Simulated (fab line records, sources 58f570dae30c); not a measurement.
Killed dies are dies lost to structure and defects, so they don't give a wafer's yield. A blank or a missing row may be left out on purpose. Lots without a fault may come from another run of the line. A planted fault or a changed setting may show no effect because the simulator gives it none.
Which tool did it? | flow berkeley_cmos170 | 13 lots, 39 wafers sampled, at 1 step of a route of 331

WHAT THE GAUGES READ, wafer by wafer
UCB170_START_THK_MEAS_03.
lot  | measured    | on            | START_OXIDE_THK (nm)
L590 | day 1 16:16 | film_metro-02 | 19.4 19.5 19.7
L592 | day 1 22:07 | film_metro-02 | 19.3 19.1 19.4
L593 | day 2 06:29 | film_metro-01 | 19.8 19.8 19.9
L595 | day 2 16:53 | film_metro-01 | 19.4 19.4 19.0
L596 | day 2 22:13 | film_metro-01 | 20.8 20.3 20.4
L597 | day 3 03:14 | film_metro-01 | 19.8 20.0 19.9
L598 | day 3 09:19 | film_metro-02 | 20.7 20.7 20.4
L603 | day 4 04:47 | film_metro-02 | 19.8 19.3 19.5
L605 | day 4 16:32 | film_metro-04 | 19.7 19.5 19.9
L609 | day 5 12:05 | film_metro-02 | 20.1 20.0 20.0
L608 | day 5 12:07 | film_metro-01 | 19.9 19.8 19.6
L612 | day 6 06:43 | film_metro-02 | 19.1 19.1 19.2
L613 | day 6 06:43 | film_metro-04 | 20.2 19.9 19.7

WHICH TOOL RAN EACH LOT (tool, then ch and the chambers of the sampled wafers, then the start)
The record holds no process step before these readings.

WHAT THE TOOLS THEMSELVES READ (means of the sampled wafers that have a number; where no wafer has one, the mark that the record gives instead)
The record holds no such reading with a usual standard deviation.

THE ANSWER, worked out from the rows above alone
Rule: what is usual is taken from the lots themselves. Put in order of their means at a reading, lots are off if they are a third of the lots or fewer, leave a main group of 4 or more, and stand apart from it by a gap of 3 or more times the standard deviation of the main group's means; of several such gaps the widest counts. A main group whose means are all the same, to the digits that the tables above print for the reading, isn't used. A lot without any number at a reading at which 4 lots or more have one is off too. The other lots that the step has rows for count as sound. The gauges are gone through in route order, then the tools' own readings, and for those a lot's mean is taken as printed above. The first step at which some lot is off is used, and at that step the reading that is off furthest; a lot without a number counts as furthest.
No lot is off at any reading shown: from this, nothing can be told.

WHAT THE SIMULATOR HAD PUT IN
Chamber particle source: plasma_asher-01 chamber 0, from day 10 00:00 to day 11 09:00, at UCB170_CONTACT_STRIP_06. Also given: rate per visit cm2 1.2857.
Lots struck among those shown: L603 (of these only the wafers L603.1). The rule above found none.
